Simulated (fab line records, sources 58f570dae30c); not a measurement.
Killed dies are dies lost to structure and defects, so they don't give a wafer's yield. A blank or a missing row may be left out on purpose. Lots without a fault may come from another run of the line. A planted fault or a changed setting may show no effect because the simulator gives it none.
A struck lot beside a sound one | flow berkeley_cmos170 | 17 steps out of a route of 331
Sound: wafers L804.1, L804.2, L804.4. Struck: wafers L821.2, L821.3, L821.6. The cause comes at the end.
At each step with rows: each side's tool, then ch and its chambers, then its first start. Under that, the readings that differ: sound wafers | struck wafers | difference of the means | sigmas: that difference in standard deviations of wafers without a fault.
alike: readings whose means differ by less than 2 such deviations, and words and numbers that are the same on both sides. not compared: withheld readings, readings that some wafer has no value for, bounds like >300 that may hide the same value, and numbers for which the record gives no deviation and whose values overlap.
The two part at a step that has a row with sigmas, a row that says differs or no value, or rows on one side only. Numbers that don't overlap but have no deviation are shown without sigmas and don't part them. A reading that every wafer of one side lacks parts them only if that side has two wafers or more.

first, 1 step without rows for these wafers: UCB170_PLDD_DEVELOP_05 (develop time 45 s).
UCB170_PLDD_CD_MEAS_06: target cd 1200 nm.
  sound on cd_sem-01, day 7 04:05; struck on cd_sem-01, day 11 03:17
  alike: cd_nm
UCB170_PLDD_OVL_MEAS_07:
  sound on overlay-02, day 7 04:13; struck on overlay-01, day 11 03:23
  alike: PLDD_OVL
then, 2 steps without rows for these wafers: UCB170_PLDD_IMPLANT_08; UCB170_PLDD_IMPLANT_09.
UCB170_PLDD_STRIP_10: strips in O2.
  sound on plasma_asher-01 ch 0,1, day 7 04:32; struck on plasma_asher-03 ch 0,1, day 11 03:43
  alike: drypump_motor_current_A, oes_product_au, strip_time_to_endpoint_s
  not compared: rf_hours_counter_h
UCB170_PLDD_TW_MEAS_11:
  sound on film_metro-04, day 7 04:38; struck on film_metro-03, day 11 03:50
  reading | sound          | struck        | difference | sigmas
  PLDD_TW | 1026 1023 1016 | 1002 1000 995 | -23        | -3
then, 5 steps without rows for these wafers: UCB170_PLDD_CLEAN_12 (cleans in SPM, time 600 s); UCB170_NLDD_HMDS_00 (prime time 60 s); UCB170_NLDD_COAT_01 (resist thk 900 nm); UCB170_NLDD_SOFTBAKE_02 (time 60 s); UCB170_NLDD_EXPOSE_03 (exposes mask NSELECT, target cd 1200 nm).
UCB170_NLDD_PEB_04:
  sound on litho_track-02 ch 0, day 7 06:00; struck on litho_track-01 ch 0, day 11 04:59
  reading                  | sound                | struck               | difference | sigmas
  heater_power_total_W (W) | 56.79 56.80 56.80    | 55.94 55.91 55.91    | -0.88      | -17
  plate_temp_C (C)         | 130.16 129.87 129.97 | 128.34 128.39 128.35 | -1.64      | -12
  alike: chill_plate_temp_C
then, 1 step without rows for these wafers: UCB170_NLDD_DEVELOP_05 (develop time 45 s).
UCB170_NLDD_CD_MEAS_06: target cd 1200 nm.
  sound on cd_sem-02, day 7 07:13; struck on cd_sem-02, day 11 05:16
  reading    | sound                | struck               | difference | sigmas
  cd_nm (nm) | 1197.6 1198.4 1197.9 | 1187.5 1187.6 1187.0 | -10.6      | -6
UCB170_NLDD_OVL_MEAS_07:
  sound on overlay-02, day 7 07:20; struck on overlay-02, day 11 05:22
  alike: NLDD_OVL
then, 1 step without rows for these wafers: UCB170_M3_PROBE_99.

WHERE THEY PART
First at UCB170_PLDD_TW_MEAS_11; last, within this record, at UCB170_NLDD_CD_MEAS_06. Later steps at which nothing parts them and some readings are alike: UCB170_NLDD_OVL_MEAS_07.

WHY: what the simulator had put in
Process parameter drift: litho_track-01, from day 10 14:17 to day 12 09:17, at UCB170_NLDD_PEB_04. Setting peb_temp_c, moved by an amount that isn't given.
